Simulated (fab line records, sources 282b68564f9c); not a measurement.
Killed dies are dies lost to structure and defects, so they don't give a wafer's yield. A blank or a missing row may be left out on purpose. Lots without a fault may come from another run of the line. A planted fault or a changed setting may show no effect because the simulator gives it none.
One fault seen from 2 desks | flow rit_cmos | each desk has only its own numbers; what lay behind them comes last

THE METROLOGY DESK
What the gauges read, lot by lot, whatever tool the lot ran on: means of the sampled wafers that have a number. A lot is out of limits, marked OUT, if its mean lies more than 4 standard deviations from the usual mean; the brackets give that distance.
Columns: A = PWELL_TW at RIT_PWELL_TW_MEAS_10, usual 943; B = PLDD_TW at RIT_PLDD_TW_MEAS_10, usual 2343; C = NSD_RS at RIT_SDANNEAL_RS_MEAS_05, usual 84.47 ohm/sq; D = PLDD_RS at RIT_SDANNEAL_RS_MEAS_06, usual 178.5 ohm/sq
lot  | first seen here | A   | B              | C     | D
L902 | day 1 22:37     | 949 | 2330           | 84.41 | 178.5
L903 | day 2 05:53     | 945 | 2321           | 84.28 | 178.0
L906 | day 2 20:24     | 943 | 2348           | 84.78 | 178.5
L908 | day 3 09:20     | 933 | 2357           | 84.87 | 178.5
L911 | day 3 20:14     | 945 | 2367           | 84.33 | 178.5
L914 | day 4 11:00     | 937 | 2310           | 84.72 | 178.8
L916 | day 4 21:22     | 934 | 2620 (+14) OUT | 83.95 | 156.2 (-47) OUT
L917 | day 5 01:31     | 936 | 2359           | 84.70 | 178.3
L918 | day 5 07:55     | 943 | 2648 (+15) OUT | 84.26 | 157.0 (-46) OUT
L920 | day 5 16:45     | 941 | 2351           | 84.53 | 179.0
L921 | day 5 23:13     | 937 | 2339           | 84.57 | 179.1
L922 | day 6 03:02     | 953 | 2359           | 84.60 | 178.1
L923 | day 6 09:06     | 943 | 2333           | 84.03 | 177.9
L925 | day 6 17:51     | 945 | 2307           | 84.87 | 178.6
This desk's finding: out of limits on L916, L918; first on L916, day 5 17:47 (PLDD_TW at RIT_PLDD_TW_MEAS_10). In limits: L902, L903, L906, L908, L911, L914, L917, L920, L921, L922, L923, L925.

THE TOOL OWNER'S DESK: implanter-03
The tool's own readings at RIT_PLDD_IMPLANT_08: means of the sampled wafers that have a number, for each lot that ran on this tool. A lot is out of limits, marked OUT, if its mean lies more than 4 standard deviations from the usual mean; the brackets give that distance.
Columns: A = dose_ions_cm2 at RIT_PLDD_IMPLANT_08, usual 9e+14; B = end_station_pressure_torr at RIT_PLDD_IMPLANT_08, usual 7.3e-06 Torr; C = faraday_current_uA at RIT_PLDD_IMPLANT_08, usual 2819
lot  | first seen here | A                       | B       | C
L903 | day 3 04:23     | 9e+14                   | 7.2e-06 | 2849
L906 | day 3 16:13     | 9e+14                   | 7.3e-06 | 2811
L908 | day 4 05:41     | 9e+14                   | 7.8e-06 | 2810
L911 | day 4 17:28     | 9e+14                   | 7.5e-06 | 2774
L916 | day 5 17:29     | 1e+15 (+99 or more) OUT | 8.6e-06 | 4516 (+31) OUT
L918 | day 6 04:16     | 1e+15 (+99 or more) OUT | 8.3e-06 | 4429 (+30) OUT
This desk's finding: out of limits on L916, L918; first on L916, day 5 17:29 (dose_ions_cm2 at RIT_PLDD_IMPLANT_08). In limits: L903, L906, L908, L911.

PUT TOGETHER
The tool owner's desk could have raised an alarm at day 5 17:29, on L916, L918.
The metrology desk could have raised an alarm at day 5 17:47, on L916, L918.
Of the lots named, all ran RIT_PLDD_IMPLANT_08 on implanter-03.

WHAT THE SIMULATOR HAD PUT IN
Process parameter drift: implanter-03, from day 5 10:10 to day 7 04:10, at RIT_PLDD_IMPLANT_08. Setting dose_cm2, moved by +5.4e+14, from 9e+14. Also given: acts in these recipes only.
Lots struck among those shown: L916, L918.
Hours from the fault's start to each desk's first reading out of limits: the tool owner's desk, 7; the metrology desk, 8.
